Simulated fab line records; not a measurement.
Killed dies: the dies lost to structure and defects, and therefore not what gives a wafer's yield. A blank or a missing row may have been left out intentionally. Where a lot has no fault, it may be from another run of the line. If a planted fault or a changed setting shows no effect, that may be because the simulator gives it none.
What tool caused it? / flow berkeleyCmos170 / 14 lots with 42 wafers sampled at 5 steps, on a route of 331 steps

== WHAT THE GAUGES READ, wafer by wafer ==
UCB170_PLDD_OVL_MEAS_07.
lot=L994; measured=day 5 23:51; on=overlay-01; PLDD_OVL (nm)=0 1 7
lot=L993; measured=day 5 23:09; on=overlay-01; PLDD_OVL (nm)=-3 -1 -2
lot=L995; measured=day 5 22:52; on=overlay-02; PLDD_OVL (nm)=-4 5 -5
lot=L997; measured=day 6 18:50; on=overlay-01; PLDD_OVL (nm)=-5 -3 3
lot=L996; measured=day 6 22:38; on=overlay-01; PLDD_OVL (nm)=6 -1 6
lot=L998; measured=day 6 22:11; on=overlay-01; PLDD_OVL (nm)=1 14 2
lot=L100; measured=day 7 05:57; on=overlay-02; PLDD_OVL (nm)=2 -2 9
lot=L101; measured=day 8 01:53; on=overlay-01; PLDD_OVL (nm)=-3 6 6
lot=L104; measured=day 8 02:37; on=overlay-02; PLDD_OVL (nm)=4 3 6
lot=L105; measured=day 8 05:34; on=overlay-02; PLDD_OVL (nm)=4 3 11
lot=L108; measured=day 9 01:09; on=overlay-02; PLDD_OVL (nm)=4 4 -3
lot=L111; measured=day 10 01:08; on=overlay-02; PLDD_OVL (nm)=-5 -6 -1
lot=L113; measured=day 10 00:40; on=overlay-02; PLDD_OVL (nm)=-5 -5 -7
lot=L116; measured=day 10 18:59; on=overlay-02; PLDD_OVL (nm)=6 -2 -5

UCB170_V2_CD_MEAS_12 targets a cd of 700 nm.
lot=L994; measured=day 7 09:11; on=cdSem-02; cdNm (nm)=701.6 701.8 702.7
lot=L993; measured=day 7 09:44; on=cdSem-01; cdNm (nm)=701.6 701.8 700.0
lot=L995; measured=day 7 09:14; on=cdSem-01; cdNm (nm)=699.7 701.2 701.6
lot=L997; measured=day 8 05:54; on=cdSem-02; cdNm (nm)=698.1 697.4 697.5
lot=L996; measured=day 8 05:39; on=cdSem-02; cdNm (nm)=699.2 698.8 698.2
lot=L998; measured=day 8 10:03; on=cdSem-01; cdNm (nm)=699.6 698.4 697.9
lot=L100; measured=day 8 21:39; on=cdSem-02; cdNm (nm)=701.0 702.3 702.6
lot=L101; measured=day 9 13:16; on=cdSem-01; cdNm (nm)=701.4 699.3 701.2
lot=L104; measured=day 9 13:02; on=cdSem-02; cdNm (nm)=710.4 709.2 708.4 710.6 709.0 708.1
lot=L105; measured=day 9 12:32; on=cdSem-01; cdNm (nm)=699.0 700.4 700.1
lot=L108; measured=day 10 13:25; on=cdSem-02; cdNm (nm)=700.3 698.6 698.7
lot=L111; measured=day 11 12:14; on=cdSem-02; cdNm (nm)=706.9 707.6 706.9 707.1 707.7 706.9
lot=L113; measured=day 11 12:19; on=cdSem-01; cdNm (nm)=700.8 700.6 700.0
lot=L116; measured=day 12 09:05; on=cdSem-02; cdNm (nm)=700.9 702.1 702.4

== TOOL THAT RAN EACH LOT (tool first, then ch and the chambers of the sampled wafers, then the start) ==
lot=L994; UCB170_PWELL_STRIP_16=plasmaAsher-01 ch 0,1, day 3 02:55; UCB170_V1_CVD_00=pecvd-04 ch 1,2, day 6 21:47; UCB170_V2_PEB_10=lithoTrack-03 ch 0, day 7 08:54
lot=L993; UCB170_PWELL_STRIP_16=plasmaAsher-02 ch 0,1, day 3 03:01; UCB170_V1_CVD_00=pecvd-01 ch 0,1, day 6 21:47; UCB170_V2_PEB_10=lithoTrack-01 ch 0, day 7 09:26
lot=L995; UCB170_PWELL_STRIP_16=plasmaAsher-03 ch 0,1, day 3 05:29; UCB170_V1_CVD_00=pecvd-04 ch 0,2, day 6 21:57; UCB170_V2_PEB_10=lithoTrack-01 ch 0, day 7 08:57
lot=L997; UCB170_PWELL_STRIP_16=plasmaAsher-03 ch 0,1, day 3 19:28; UCB170_V1_CVD_00=pecvd-01 ch 0,2, day 7 20:44; UCB170_V2_PEB_10=lithoTrack-01 ch 0, day 8 05:38
lot=L996; UCB170_PWELL_STRIP_16=plasmaAsher-02 ch 0,1, day 3 19:43; UCB170_V1_CVD_00=pecvd-04 ch 0,2, day 7 20:44; UCB170_V2_PEB_10=lithoTrack-01 ch 0, day 8 05:23
lot=L998; UCB170_PWELL_STRIP_16=plasmaAsher-02 ch 1, day 4 04:21; UCB170_V1_CVD_00=pecvd-02 ch 0,2, day 8 01:05; UCB170_V2_PEB_10=lithoTrack-01 ch 0, day 8 09:46
lot=L100; UCB170_PWELL_STRIP_16=plasmaAsher-02 ch 0,1, day 4 16:20; UCB170_V1_CVD_00=pecvd-02 ch 0,2, day 8 12:57; UCB170_V2_PEB_10=lithoTrack-03 ch 0, day 8 21:23
lot=L101; UCB170_PWELL_STRIP_16=plasmaAsher-03 ch 0,1, day 4 22:46; UCB170_V1_CVD_00=pecvd-04 ch 0,1, day 9 04:07; UCB170_V2_PEB_10=lithoTrack-01 ch 0, day 9 12:59
lot=L104; UCB170_PWELL_STRIP_16=plasmaAsher-03 ch 0,1, day 5 01:13; UCB170_V1_CVD_00=pecvd-02 ch 0,1,2, day 9 04:07; UCB170_V2_PEB_10=lithoTrack-03 ch 0, day 9 12:46
lot=L105; UCB170_PWELL_STRIP_16=plasmaAsher-01 ch 0,1, day 5 12:00; UCB170_V1_CVD_00=pecvd-01 ch 0,2, day 9 03:57; UCB170_V2_PEB_10=lithoTrack-01 ch 0, day 9 12:16
lot=L108; UCB170_PWELL_STRIP_16=plasmaAsher-01 ch 0,1, day 5 23:30; UCB170_V1_CVD_00=pecvd-04 ch 0,1,2, day 10 05:29; UCB170_V2_PEB_10=lithoTrack-01 ch 0, day 10 13:09
lot=L111; UCB170_PWELL_STRIP_16=plasmaAsher-03 ch 0,1, day 6 19:47; UCB170_V1_CVD_00=pecvd-02 ch 0,1,2, day 11 03:58; UCB170_V2_PEB_10=lithoTrack-03 ch 0, day 11 11:59
lot=L113; UCB170_PWELL_STRIP_16=plasmaAsher-03 ch 0,1, day 7 00:34; UCB170_V1_CVD_00=pecvd-04 ch 0,1,2, day 11 03:53; UCB170_V2_PEB_10=lithoTrack-02 ch 0, day 11 12:03
lot=L116; UCB170_PWELL_STRIP_16=plasmaAsher-01 ch 0,1, day 7 18:09; UCB170_V1_CVD_00=pecvd-01 ch 1, day 11 23:02; UCB170_V2_PEB_10=lithoTrack-02 ch 0, day 12 08:48
- UCB170_PWELL_STRIP_16: strips in O2.
- UCB170_V1_CVD_00: deposits SiO2 from TEOS/O2, target thk 2000 nm, time 250 s.
- UCB170_V2_PEB_10

== AS READ BY THE TOOLS THEMSELVES (means over the sampled wafers that have a number; for cases with no such wafer, the mark the record gives instead) ==
UCB170_PWELL_STRIP_16.
lot=L994; tool=plasmaAsher-01; drypumpMotorCurrentA (A)=5.5; oesProductAu (a.u.)=0.724; stripTimeToEndpointS (s)=18.11
lot=L993; tool=plasmaAsher-02; drypumpMotorCurrentA (A)=6.6; oesProductAu (a.u.)=0.722; stripTimeToEndpointS (s)=18.07
lot=L995; tool=plasmaAsher-03; drypumpMotorCurrentA (A)=5.6; oesProductAu (a.u.)=0.721; stripTimeToEndpointS (s)=18.14
lot=L997; tool=plasmaAsher-03; drypumpMotorCurrentA (A)=5.5; oesProductAu (a.u.)=0.722; stripTimeToEndpointS (s)=18.01
lot=L996; tool=plasmaAsher-02; drypumpMotorCurrentA (A)=6.6; oesProductAu (a.u.)=0.718; stripTimeToEndpointS (s)=18.04
lot=L998; tool=plasmaAsher-02; drypumpMotorCurrentA (A)=6.5; oesProductAu (a.u.)=0.722; stripTimeToEndpointS (s)=18.13
lot=L100; tool=plasmaAsher-02; drypumpMotorCurrentA (A)=6.6; oesProductAu (a.u.)=0.720; stripTimeToEndpointS (s)=18.08
lot=L101; tool=plasmaAsher-03; drypumpMotorCurrentA (A)=5.6; oesProductAu (a.u.)=0.722; stripTimeToEndpointS (s)=18.10
lot=L104; tool=plasmaAsher-03; drypumpMotorCurrentA (A)=5.6; oesProductAu (a.u.)=0.719; stripTimeToEndpointS (s)=18.08
lot=L105; tool=plasmaAsher-01; drypumpMotorCurrentA (A)=5.3; oesProductAu (a.u.)=0.719; stripTimeToEndpointS (s)=18.08
lot=L108; tool=plasmaAsher-01; drypumpMotorCurrentA (A)=5.5; oesProductAu (a.u.)=0.724; stripTimeToEndpointS (s)=18.08
lot=L111; tool=plasmaAsher-03; drypumpMotorCurrentA (A)=5.7; oesProductAu (a.u.)=0.722; stripTimeToEndpointS (s)=18.11
lot=L113; tool=plasmaAsher-03; drypumpMotorCurrentA (A)=5.6; oesProductAu (a.u.)=0.719; stripTimeToEndpointS (s)=18.13
lot=L116; tool=plasmaAsher-01; drypumpMotorCurrentA (A)=5.5; oesProductAu (a.u.)=0.719; stripTimeToEndpointS (s)=18.03

UCB170_V1_CVD_00.
lot=L994; tool=pecvd-04; heaterPowerW (W)=302; pressureMtorr (mTorr)=9001
lot=L993; tool=pecvd-01; heaterPowerW (W)=234; pressureMtorr (mTorr)=9013
lot=L995; tool=pecvd-04; heaterPowerW (W)=281; pressureMtorr (mTorr)=9007
lot=L997; tool=pecvd-01; heaterPowerW (W)=237; pressureMtorr (mTorr)=8999
lot=L996; tool=pecvd-04; heaterPowerW (W)=284; pressureMtorr (mTorr)=9007
lot=L998; tool=pecvd-02; heaterPowerW (W)=213; pressureMtorr (mTorr)=9012
lot=L100; tool=pecvd-02; heaterPowerW (W)=215; pressureMtorr (mTorr)=9002
lot=L101; tool=pecvd-04; heaterPowerW (W)=260; pressureMtorr (mTorr)=9015
lot=L104; tool=pecvd-02; heaterPowerW (W)=226; pressureMtorr (mTorr)=9005
lot=L105; tool=pecvd-01; heaterPowerW (W)=286; pressureMtorr (mTorr)=8998
lot=L108; tool=pecvd-04; heaterPowerW (W)=269; pressureMtorr (mTorr)=8975
lot=L111; tool=pecvd-02; heaterPowerW (W)=221; pressureMtorr (mTorr)=8990
lot=L113; tool=pecvd-04; heaterPowerW (W)=295; pressureMtorr (mTorr)=8986
lot=L116; tool=pecvd-01; heaterPowerW (W)=254; pressureMtorr (mTorr)=9019

== THE ANSWER, worked out from the rows above alone ==
Rule: the lots themselves supply what counts as usual. Put in order of their means at a reading, lots are off if they are a third of the lots or fewer, leave a main group of 4 or more, and stand apart from it by a gap of 3 or more times the standard deviation of the main group's means; of several such gaps the widest counts. If all means in a main group match to the digits the tables above print for the reading, that group is not used. Also off: a lot with no number at a reading for which 4 or more lots have one. All remaining lots with rows at the step are treated as sound. First the gauges in route order, then the tools' own readings, where a lot's mean is used as printed above. The first step at which some lot is off is used, and at that step the reading that is off furthest; a lot without a number counts as furthest.
Off: L104, L111 (UCB170_V2_CD_MEAS_12, cdNm). The main group has a mean of 700.2 nm with a standard deviation of 1.4.
A tool fits if, at a process step before that reading, it ran every lot that is off, and no sound lot after the first of them. The gauges at UCB170_V2_CD_MEAS_12 are tried like those tools. Can't be told from this: 2 tools fit, pecvd-02 at UCB170_V1_CVD_00, lithoTrack-03 at UCB170_V2_PEB_10.

== WHAT WAS PUT IN BY THE SIMULATOR ==
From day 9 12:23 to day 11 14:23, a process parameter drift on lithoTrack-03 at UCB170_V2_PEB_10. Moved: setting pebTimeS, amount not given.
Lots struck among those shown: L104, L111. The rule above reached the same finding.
